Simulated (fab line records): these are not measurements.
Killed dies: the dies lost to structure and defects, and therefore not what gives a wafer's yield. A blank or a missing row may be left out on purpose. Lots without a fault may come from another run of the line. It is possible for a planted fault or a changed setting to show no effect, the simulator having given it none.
fab line records	flow ritCmos
[record] lots = 14	wafers = 42	lastDay = 8
route steps=202 shown M1@196
lots with no fault: from the same line, run without faults
startH: hours from the record's opening day to when the first of the lot's shown wafers began	waitH: how many hours have passed since the lot's step before this one	" unchanged from the row above	L1.1+2: one row covering several wafers at once	- no value present, or no start provided	* or withheld: withheld	< > ~ a bound
route shown NAME@n: a module of which the file shows steps, and the number in the route of the first	usual: the fault-free wafers' mean and standard deviation	same: alike in all rows	chamber/n: place in a boat	sites: per-site readings	_std_site: how widely they spread, as a standard deviation	_edge_site: the outer-site mean with the inner-site mean subtracted	radiusMm: for every site, how far away it sits from the centre of the wafer	mask NAME#n: copy n	behind: the last tool/chamber to shape the wafer	hold: what put the lot on hold/how long, in hours/how the hold closed	device: names the non-switching transistor (n, p or np)	end of line: tests of these same wafers at the route's end	a step given without rows: its recipe and nothing more	killed: not the wafer's yield, but the dies lost to structure and defects at the first sort	map: dies across one wafer; x = killed, . = not, _ = none there
set.NAME: the setting as run; set.NAME@STEP: as run at that earlier step	model.NAME: the simulator's own value behind a step, which no gauge read
the route's steps for a sample of lots (tables are steps, rows are wafers)
services: the hour from which a tool's chamber was out of use, counted from the record's first day as startH (under 0 if before that day), plus the number of hours and why
[[steps]]
[step RIT_M1_METAL_ETCH_12]
[recipe] stopOn = SiO2	chemistry = Cl2/BCl3	target = Al	timeS = 165	overEtchFrac = 0.5	pressureMtorr = 100	targetDepthA = 6000	rfW = 250	Cl2_flow_sccm = 60	bcl3FlowSccm = 50
[usual] drypumpMotorCurrentA = 5.8/0.46	oesProductAu = 0.777/0.012	rfFwdPowerW = 249.1/0.75	throttleValvePct = 8.27/0.14
lot.wafer	tool	chamber	startH	waitH	drypumpMotorCurrentA	oesProductAu	rfFwdPowerW	rfHoursCounterH	throttleValvePct
L932.2	rieMetal-04	0	65.54	0.2	6.1	0.795	248.8	1	8.23
L932.5	"	0	"	"	6.0	0.797	248.6	-	8.23
L932.6	"	1	"	"	6.0	0.772	248.6	-	8.51
L934.2	rieMetal-03	0	67.07	0.2	5.7	0.766	249.6	33	8.30
L934.5	"	0	"	"	5.7	0.766	249.6	-	8.30
L934.6	"	1	"	"	5.7	0.773	249.5	-	8.03
L933.1	rieMetal-02	0	67.36	0.2	6.5	0.781	248.2	4	8.19
L933.4	"	0	"	"	6.5	0.779	249.3	-	8.20
L933.6	"	0	"	"	6.5	0.778	248.4	-	8.18
L935.2	rieMetal-04	0	76.48	0.2	6.1	0.791	249.8	1	8.23
L935.3	"	1	"	"	6.0	0.780	249.4	-	8.51
L935.6	"	1	"	"	6.0	0.770	249.5	-	8.49
L936.1	rieMetal-03	0	81.69	0.2	5.7	0.749	249.0	34	8.29
L936.2	"	1	"	"	5.7	0.774	250.9	33	8.04
L936.6	"	1	"	"	5.7	0.773	250.5	-	8.05
L937.2	rieMetal-02	0	86.47	0.2	6.5	0.780	249.9	4	8.18
L937.4	"	0	"	"	6.5	0.787	249.4	-	8.19
L937.6	"	1	"	"	5.0	0.783	250.2	-	8.33
L939.1	rieMetal-03	0	95.56	0.2	5.7	0.759	250.1	34	8.30
L939.4	"	0	"	"	5.7	0.764	248.4	-	8.30
L939.6	"	0	"	"	5.7	0.764	248.8	-	8.28
L942.1	rieMetal-03	0	108.93	0.2	5.7	0.756	249.8	34	8.30
L942.2	"	1	"	"	5.7	0.766	249.2	33	8.03
L942.4	"	1	"	"	5.7	0.774	248.1	-	8.02
L943.1	rieMetal-04	0	115.13	0.2	6.1	0.796	248.9	1	8.23
L943.2	"	1	"	"	6.0	0.775	248.4	1	8.50
L943.6	"	1	"	"	6.0	0.767	248.7	-	8.50
L946.2	rieMetal-04	1	127.87	0.2	6.0	0.777	248.9	1	8.51
L946.5	"	1	"	"	6.0	0.774	249.0	-	8.50
L946.6	"	0	"	"	6.1	0.800	248.9	-	8.24
L948.2	rieMetal-04	0	137.50	0.2	6.1	0.789	250.2	2	8.23
L948.4	"	1	"	"	6.0	0.769	250.0	-	8.51
L948.5	"	0	"	"	6.1	0.796	249.5	-	8.23
L951.1	rieMetal-02	0	152.94	0.2	6.5	0.780	247.3	5	8.18
L951.4	"	1	"	"	5.0	0.782	248.4	-	8.31
L951.6	"	0	"	"	6.6	0.786	248.1	-	8.18
L952.2	rieMetal-03	1	157.48	0.2	5.7	0.775	250.6	0	8.03
L952.3	"	1	"	"	5.7	0.754	249.5	-	8.03
L952.5	"	0	"	"	5.7	0.771	248.2	-	8.29
L955.1	rieMetal-03	1	177.50	0.2	5.7	0.755	248.3	0	8.06
L955.3	"	1	"	"	5.8	0.764	248.1	-	8.05
L955.6	"	1	"	"	5.7	0.766	248.4	-	8.04
[step RIT_M1_CD_MEAS_90]
[recipe] targetCdNm = 2600
[usual] cdNm = 2600.2/2.8
lot.wafer	tool	chamber	startH	waitH	cdNm
L932.2	cdSem-01	-	66.08	0.1	2601.4
L932.5	"	-	"	"	2605.0
L932.6	"	-	"	"	2597.5
L934.2	cdSem-02	-	67.61	0.1	2599.1
L934.5	"	-	"	"	2601.1
L934.6	"	-	"	"	2600.7
L933.1	cdSem-01	-	67.87	0.1	2593.4
L933.4	"	-	"	"	2593.8
L933.6	"	-	"	"	2593.1
L935.2	cdSem-01	-	77.19	0.1	2598.4
L935.3	"	-	"	"	2598.1
L935.6	"	-	"	"	2597.2
L936.1	cdSem-01	-	82.38	0.1	2596.2
L936.2	"	-	"	"	2600.3
L936.6	"	-	"	"	2598.6
L937.2	cdSem-01	-	87.00	0.1	2597.6
L937.4	"	-	"	"	2600.2
L937.6	"	-	"	"	2601.6
L939.1	cdSem-01	-	96.25	0.1	2596.1
L939.4	"	-	"	"	2597.6
L939.6	"	-	"	"	2600.7
L942.1	cdSem-01	-	109.46	0.1	2596.0
L942.2	"	-	"	"	2595.9
L942.4	"	-	"	"	2595.4
L943.1	cdSem-02	-	115.66	0.1	2601.9
L943.2	"	-	"	"	2598.0
L943.6	"	-	"	"	2598.7
L946.2	cdSem-01	-	128.40	0.1	2592.7
L946.5	"	-	"	"	2590.2
L946.6	"	-	"	"	2603.1
L948.2	cdSem-01	-	138.03	0.1	2603.0
L948.4	"	-	"	"	2591.1
L948.5	"	-	"	"	2600.1
L951.1	cdSem-02	-	153.45	0.1	2599.5
L951.4	"	-	"	"	2599.6
L951.6	"	-	"	"	2597.2
L952.2	cdSem-02	-	158.01	0.1	2598.7
L952.3	"	-	"	"	2601.1
L952.5	"	-	"	"	2602.1
L955.1	cdSem-02	-	178.02	0.1	2600.4
L955.3	"	-	"	"	2602.1
L955.6	"	-	"	"	2600.4
[step RIT_M1_PROBE_99]
[usual] defectLimitedYield = 97.6/1	killedAtContacts = 0.1/0.31	killedAtFrontEnd = 6.3/2.7	killedDies = 6.4/2.7	killedOpen = 3.3/2	killedShort = 3/1.8	sort_bin_3_pad_short = 0.1/0.18	sort_bin_5_function = 1.5/0.78	sort_bin_6_memory = 0.8/0.57	sortNPass = 257.6/2.7	sortYieldPct = 97.6/1
[same] grossDies = 264	killed_at_M0_to_M3 = 0	killed_at_M4_up = 0	killedAtBackSide = 0	killedAtOther = 0
lot.wafer	tool	chamber	startH	waitH	defectLimitedYield[%]	killedAtContacts	killedAtFrontEnd	killedDies	killedOpen	killedShort	sort_bin_3_pad_short[%]	sort_bin_5_function[%]	sort_bin_6_memory[%]	sortNPass	sortYieldPct[%]
L932.2	prober-01	-	67.85	0.1	98.5	0	4	4	1	3	0	1.1	0.4	260.0	98.5
L932.5	prober-01	-	68.00	0.2	97.7	0	6	6	2	4	0.4	1.1	0.8	258.0	97.7
L932.6	prober-01	-	68.05	0.2	97.7	0	6	6	3	3	0	1.1	1.1	258.0	97.7
L934.2	prober-02	-	69.38	0.1	97.0	0	8	8	3	5	0.4	1.5	1.1	256.0	97.0
L934.5	prober-02	-	69.53	0.2	97.0	0	8	8	4	4	0	1.1	1.9	256.0	97.0
L934.6	prober-02	-	69.58	0.2	97.3	0	7	7	3	4	0.4	1.1	1.1	257.0	97.3
L933.1	prober-01	-	70.83	0.1	99.2	0	2	2	2	0	0	0.4	0.4	262.0	99.2
L933.4	prober-01	-	70.98	0.2	98.1	0	5	5	1	4	0	1.5	0.4	259.0	98.1
L933.6	prober-01	-	71.08	0.2	97.7	0	6	6	2	4	0	1.5	0.8	258.0	97.7
L935.2	prober-02	-	78.96	0.1	97.7	0	6	6	3	3	0.4	1.1	0.8	258.0	97.7
L935.3	prober-02	-	79.01	0.2	97.0	0	8	8	4	4	0	1.9	1.1	256.0	97.0
L935.6	prober-02	-	79.16	0.2	98.1	0	5	5	3	2	0	0.8	1.1	259.0	98.1
L936.1	prober-01	-	84.12	0.1	98.5	0	4	4	3	1	0.4	0.8	0.4	260.0	98.5
L936.2	prober-01	-	84.17	0.1	98.5	0	4	4	3	1	0	1.5	0	260.0	98.5
L936.6	prober-01	-	84.37	0.2	98.1	0	5	5	2	3	0	1.1	0.8	259.0	98.1
L937.2	prober-02	-	89.48	0.1	99.2	0	2	2	1	1	0	0.8	0	262.0	99.2
L937.4	prober-02	-	89.58	0.2	98.9	0	3	3	0	3	0	0.8	0.4	261.0	98.9
L937.6	prober-02	-	89.68	0.2	98.5	0	4	4	3	1	0	0.8	0.8	260.0	98.5
L939.1	prober-02	-	97.99	0.1	96.6	0	9	9	4	5	0.4	1.9	1.1	255.0	96.6
L939.4	prober-02	-	98.14	0.2	97.0	0	8	8	6	2	0	1.9	1.1	256.0	97.0
L939.6	prober-02	-	98.24	0.2	95.8	0	11	11	7	4	0	3.4	0.8	253.0	95.8
L942.1	prober-01	-	111.20	0.1	97.0	0	8	8	3	5	0.4	1.1	1.5	256.0	97.0
L942.2	prober-01	-	111.25	0.1	96.6	0	9	9	3	6	0.4	1.5	1.5	255.0	96.6
L942.4	prober-01	-	111.35	0.2	96.6	0	9	9	5	2	0.4	0.8	2.3	255.0	96.6
L943.1	prober-02	-	117.40	0.1	96.6	0	9	9	4	5	0.4	1.5	1.5	255.0	96.6
L943.2	prober-02	-	117.45	0.1	97.7	0	6	6	5	1	0	1.5	0.8	258.0	97.7
L943.6	prober-02	-	117.65	0.2	98.9	0	3	3	2	1	0.4	0.4	0.4	261.0	98.9
L946.2	prober-02	-	130.17	0.1	97.7	0	6	6	4	2	0	1.5	0.8	258.0	97.7
L946.5	prober-02	-	130.32	0.2	96.6	0	9	9	3	6	0.4	2.3	0.8	255.0	96.6
L946.6	prober-02	-	130.37	0.2	98.5	0	4	4	3	1	0	0.4	1.1	260.0	98.5
L948.2	prober-02	-	139.80	0.1	97.7	0	6	6	4	2	0.4	1.5	0.4	258.0	97.7
L948.4	prober-02	-	139.90	0.2	97.0	0	8	8	0	8	0.4	1.5	1.1	256.0	97.0
L948.5	prober-02	-	139.95	0.2	95.5	0	12	12	8	4	0.4	2.3	1.9	252.0	95.5
L951.1	prober-01	-	155.19	0.1	98.1	0	5	5	1	4	0	1.5	0.4	259.0	98.1
L951.4	prober-01	-	155.34	0.2	97.7	1	5	6	2	4	0	1.5	0.8	258.0	97.7
L951.6	prober-01	-	155.44	0.2	99.2	0	2	2	1	1	0	0.8	0	262.0	99.2
L952.2	prober-02	-	159.78	0.1	97.7	0	6	6	3	3	0	0.4	1.9	258.0	97.7
L952.3	prober-02	-	159.83	0.2	98.1	0	5	5	4	1	0	1.1	0.8	259.0	98.1
L952.5	prober-02	-	159.93	0.2	99.2	0	2	2	2	0	0	0	0.8	262.0	99.2
L955.1	prober-01	-	179.76	0.1	99.6	0	1	1	1	0	0	0.4	0	263.0	99.6
L955.3	prober-01	-	179.86	0.2	97.7	1	5	6	2	4	0	1.9	0.4	258.0	97.7
L955.6	prober-01	-	180.01	0.2	97.3	0	7	7	5	2	0	1.1	1.5	257.0	97.3
// killed by level:class
L932.2 FOX1:geometricParticle:short=1 GATE:geometricParticle:short=1 REOX:geometricParticle:open=1 SILICIDE:geometricParticle:short=1
L932.5 ACTIVE:geometricParticle:short=1 FOX1:geometricParticle:short=1 REOX:geometricParticle:open=1 SPACER:geometricParticle:short=1 SPACER:geometricParticle:open=1 SILICIDE:geometricParticle:short=1
L932.6 GATE:geometricParticle:open=2 SILICIDE:geometricParticle:short=2 FOX1:geometricParticle:open=1 FOX1:geometricParticle:short=1
L934.2 FOX2:geometricParticle:short=2 REOX:geometricParticle:short=2 ACTIVE:geometricParticle:open=1 GATE:geometricParticle:open=1 GATE:geometricParticle:short=1 SILICIDE:geometricParticle:open=1
L934.5 FOX1:geometricParticle:short=2 SPACER:geometricParticle:open=2 FOX2:geometricParticle:open=1 FOX2:geometricParticle:short=1 REOX:geometricParticle:open=1 SILICIDE:geometricParticle:short=1
L934.6 GATE:geometricParticle:short=2 SILICIDE:geometricParticle:open=2 REOX:geometricParticle:short=1 REOX:geometricParticle:open=1 SPACER:geometricParticle:short=1
L933.1 FOX1:geometricParticle:open=1 SPACER:geometricParticle:open=1
L933.4 GATE:geometricParticle:short=2 FOX1:geometricParticle:short=1 REOX:geometricParticle:open=1 SILICIDE:geometricParticle:short=1
L933.6 GATE:geometricParticle:short=2 FOX1:geometricParticle:short=1 REOX:geometricParticle:short=1 REOX:geometricParticle:open=1 SPACER:geometricParticle:open=1
L935.2 SPACER:geometricParticle:short=2 GATE:geometricParticle:open=1 REOX:geometricParticle:open=1 SPACER:geometricParticle:open=1 SILICIDE:geometricParticle:short=1
L935.3 FOX2:geometricParticle:short=2 GATE:geometricParticle:open=2 ACTIVE:geometricParticle:open=1 FOX1:geometricParticle:short=1 GATE:geometricParticle:short=1 REOX:geometricParticle:open=1
L935.6 GATE:geometricParticle:short=2 FOX1:geometricParticle:open=1 GATE:geometricParticle:open=1 SILICIDE:geometricParticle:open=1
L936.1 FOX1:geometricParticle:open=1 GATE:geometricParticle:short=1 REOX:geometricParticle:open=1 SILICIDE:geometricParticle:open=1
L936.2 GATE:geometricParticle:open=2 FOX1:geometricParticle:open=1 REOX:geometricParticle:short=1
L936.6 GATE:geometricParticle:short=2 GATE:geometricParticle:open=1 SPACER:geometricParticle:short=1 SPACER:geometricParticle:open=1
L937.2 GATE:geometricParticle:short=1 REOX:geometricParticle:open=1
L937.4 GATE:geometricParticle:short=1 REOX:geometricParticle:short=1 SPACER:geometricParticle:short=1
L937.6 FOX2:geometricParticle:open=1 GATE:geometricParticle:open=1 SPACER:geometricParticle:short=1 SPACER:geometricParticle:open=1
L939.1 GATE:geometricParticle:short=2 GATE:geometricParticle:open=2 SILICIDE:geometricParticle:short=2 FOX1:geometricParticle:open=1 REOX:geometricParticle:open=1 SPACER:geometricParticle:short=1
L939.4 GATE:geometricParticle:open=2 GATE:geometricParticle:short=2 FOX1:geometricParticle:open=1 REOX:geometricParticle:open=1 SPACER:geometricParticle:open=1 SILICIDE:geometricParticle:open=1
L939.6 GATE:geometricParticle:open=5 SPACER:geometricParticle:short=2 FOX2:geometricParticle:open=1 GATE:geometricParticle:short=1 REOX:geometricParticle:short=1 REOX:geometricParticle:open=1
L942.1 GATE:geometricParticle:open=2 GATE:geometricParticle:short=2 FOX1:geometricParticle:short=1 FOX1:geometricParticle:open=1 REOX:geometricParticle:short=1 SILICIDE:geometricParticle:short=1
L942.2 GATE:geometricParticle:short=3 GATE:geometricParticle:open=2 FOX1:geometricParticle:short=1 SPACER:geometricParticle:short=1 SILICIDE:geometricParticle:short=1 SILICIDE:geometricParticle:open=1
L942.4 FOX1:geometricParticle:open=2 SILICIDE:geometricParticle:open=2 NLDD:coatMicrobubblePrinted=2 FOX1:geometricParticle:short=1 GATE:geometricParticle:short=1 GATE:geometricParticle:open=1
L943.1 REOX:geometricParticle:short=2 GATE:geometricParticle:open=2 FOX1:geometricParticle:open=1 FOX1:geometricParticle:short=1 GATE:geometricParticle:short=1 SPACER:geometricParticle:short=1 SILICIDE:geometricParticle:open=1
L943.2 GATE:geometricParticle:open=3 FOX1:geometricParticle:short=1 FOX2:geometricParticle:open=1 SPACER:geometricParticle:open=1
L943.6 GATE:geometricParticle:short=1 REOX:geometricParticle:open=1 SPACER:geometricParticle:open=1
L946.2 GATE:geometricParticle:open=2 REOX:geometricParticle:open=1 REOX:geometricParticle:short=1 SPACER:geometricParticle:open=1 SPACER:geometricParticle:short=1
L946.5 FOX2:geometricParticle:short=2 FOX2:geometricParticle:open=2 GATE:geometricParticle:short=2 FOX1:geometricParticle:short=1 REOX:geometricParticle:open=1 REOX:geometricParticle:short=1
L946.6 GATE:geometricParticle:open=2 REOX:geometricParticle:short=1 REOX:geometricParticle:open=1
L948.2 FOX1:geometricParticle:short=1 GATE:geometricParticle:open=1 REOX:geometricParticle:open=1 SPACER:geometricParticle:short=1 SPACER:geometricParticle:open=1 SILICIDE:geometricParticle:open=1
L948.4 GATE:geometricParticle:short=2 REOX:geometricParticle:short=2 ACTIVE:geometricParticle:short=1 FOX1:geometricParticle:short=1 SPACER:geometricParticle:short=1 SILICIDE:geometricParticle:short=1
L948.5 GATE:geometricParticle:open=4 GATE:geometricParticle:short=2 FOX1:geometricParticle:short=1 FOX1:geometricParticle:open=1 FOX2:geometricParticle:open=1 REOX:geometricParticle:short=1 SPACER:geometricParticle:open=1 SILICIDE:geometricParticle:open=1
L951.1 SPACER:geometricParticle:short=2 FOX2:geometricParticle:short=1 GATE:geometricParticle:short=1 SPACER:geometricParticle:open=1
L951.4 SPACER:geometricParticle:open=2 FOX1:geometricParticle:short=1 FOX2:geometricParticle:short=1 SPACER:geometricParticle:short=1 CONTACT:geometricParticle:short=1
L951.6 SPACER:geometricParticle:short=1 SILICIDE:geometricParticle:open=1
L952.2 FOX1:geometricParticle:open=1 FOX2:geometricParticle:short=1 REOX:geometricParticle:short=1 SPACER:geometricParticle:short=1 SPACER:geometricParticle:open=1 SILICIDE:geometricParticle:open=1
L952.3 FOX1:geometricParticle:open=1 GATE:geometricParticle:open=1 REOX:geometricParticle:open=1 SPACER:geometricParticle:open=1 SILICIDE:geometricParticle:short=1
L952.5 GATE:geometricParticle:open=1 REOX:geometricParticle:open=1
L955.1 GATE:geometricParticle:open=1
L955.3 GATE:geometricParticle:short=3 FOX1:geometricParticle:short=1 SPACER:geometricParticle:open=1 CONTACT:geometricParticle:open=1
L955.6 GATE:geometricParticle:open=3 GATE:geometricParticle:short=2 FOX1:geometricParticle:open=1 REOX:geometricParticle:open=1
[[services]]
tool	chamber	startH	hours	kind
rieMetal-03	1	52.21	13.1	repair
rieMetal-02	-	99.81	4.3	pm
rieMetal-03	-	136.12	20.0	pm
rieMetal-03	0	136.12	20.0	ventCycle
rieMetal-03	1	136.12	20.0	ventCycle
rieMetal-03	0	156.12	-	clean
rieMetal-03	1	156.12	-	clean
[[key]]
[firstSign] step = RIT_M1_CD_MEAS_90	reading = cdNm	direction = down	sigmas = 3.2	usual = 2600.2	struck = 2591.4
effect none on later readings
metAt RIT_M1_METAL_ETCH_12
struckLots L946,L948
struckWafers L946.2,L946.5,L948.4
onsetBetween 115.13 127.87
[fault] kind = processParameterDrift	tool = rieMetal-04	chamber = 1	onsetH = 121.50	steps = RIT_M1_METAL_ETCH_12	channel = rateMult	offset = 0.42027	shape = step	endH = 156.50
